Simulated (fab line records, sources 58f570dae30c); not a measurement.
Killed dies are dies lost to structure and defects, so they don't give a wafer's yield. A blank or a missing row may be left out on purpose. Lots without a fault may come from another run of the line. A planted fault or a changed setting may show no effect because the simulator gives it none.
One fault seen from 2 desks | flow berkeley_cmos170 | each desk has only its own numbers; what lay behind them comes last

THE METROLOGY DESK
What the gauges read, lot by lot, whatever tool the lot ran on: means of the sampled wafers that have a number. A lot is out of limits, marked OUT, if its mean lies more than 4 standard deviations from the usual mean; the brackets give that distance.
Columns: A = cd_nm at UCB170_V2_CD_MEAS_90, usual 700.3 nm; B = cd_nm at UCB170_M3_CD_MEAS_15, usual 699.7 nm; C = M3_BOW at UCB170_M3_BOW_MEAS_20, usual 36 um
lot  | first seen here | A     | B     | C
L578 | day 9 03:42     | 698.5 | 698.8 | 36
L582 | day 9 17:20     | 701.6 | 697.7 | 30
L583 | day 9 21:30     | 699.9 | 698.8 | 38
L580 | day 9 21:36     | 700.3 | 698.8 | 29
L584 | day 9 21:46     | 700.2 | 700.2 | 35
L586 | day 10 13:22    | 698.8 | 700.1 | 45
L587 | day 10 14:11    | 698.6 | 702.3 | 38
L590 | day 11 03:48    | 699.4 | 700.2 | 43
L591 | day 11 03:52    | 700.4 | 698.4 | 26
L589 | day 11 05:59    | 699.3 | 700.8 | 39
L597 | day 12 23:20    | 699.6 | 700.7 | 35
L595 | day 13 01:22    | 699.5 | 699.9 | 37
L598 | day 13 07:05    | 700.8 | 699.5 | 37
L600 | day 13 08:38    | 701.8 | 701.0 | 37
This desk's finding: nothing out of limits on any of the 14 lots.

THE TOOL OWNER'S DESK: rie_si-02
The tool's own readings at UCB170_GATE_ETCH_15 (etches poly-Si in HBr/Cl2, stops on SiO2, time 56.3 s, target depth 278.2 nm): means of the sampled wafers that have a number, for each lot that ran on this tool. A lot is out of limits, marked OUT, if its mean lies more than 4 standard deviations from the usual mean; the brackets give that distance.
Columns: A = drypump_motor_current_A at UCB170_GATE_ETCH_15, usual 5.9 A; B = oes_product_au at UCB170_GATE_ETCH_15, usual 0.830 a.u.; C = throttle_valve_pct at UCB170_GATE_ETCH_15, usual 26.49 %
lot  | first seen here | A   | B               | C
L578 | day 7 12:34     | 5.9 | 0.835           | 26.58
L582 | day 7 21:56     | 6.2 | 0.828           | 26.38
L583 | day 7 22:32     | 6.1 | 0.837           | 26.53
L586 | day 8 20:43     | 6.1 | 0.817           | 26.52
L587 | day 8 21:24     | 6.3 | 0.828           | 26.29
L595 | day 11 04:07    | 6.4 | 0.825           | 26.62
L598 | day 11 19:26    | 6.1 | 0.960 (+13) OUT | 26.53
L600 | day 11 19:40    | 6.2 | 0.946 (+12) OUT | 26.30
This desk's finding: out of limits on L598, L600; first on L598, day 11 19:26 (oes_product_au at UCB170_GATE_ETCH_15). In limits: L578, L582, L583, L586, L587, L595.

PUT TOGETHER
The tool owner's desk could have raised an alarm at day 11 19:26, on L598, L600.
The metrology desk saw nothing out of limits.
The metrology desk has L598, L600 on record, within its limits.
Of the lots named, all ran UCB170_GATE_ETCH_15 on rie_si-02.

WHAT THE SIMULATOR HAD PUT IN
Process parameter drift: rie_si-02, from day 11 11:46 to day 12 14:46, at UCB170_GATE_ETCH_15. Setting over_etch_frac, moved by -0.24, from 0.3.
Lots struck among those shown: L598, L600.
Hours from the fault's start to each desk's first reading out of limits: the tool owner's desk, 8.
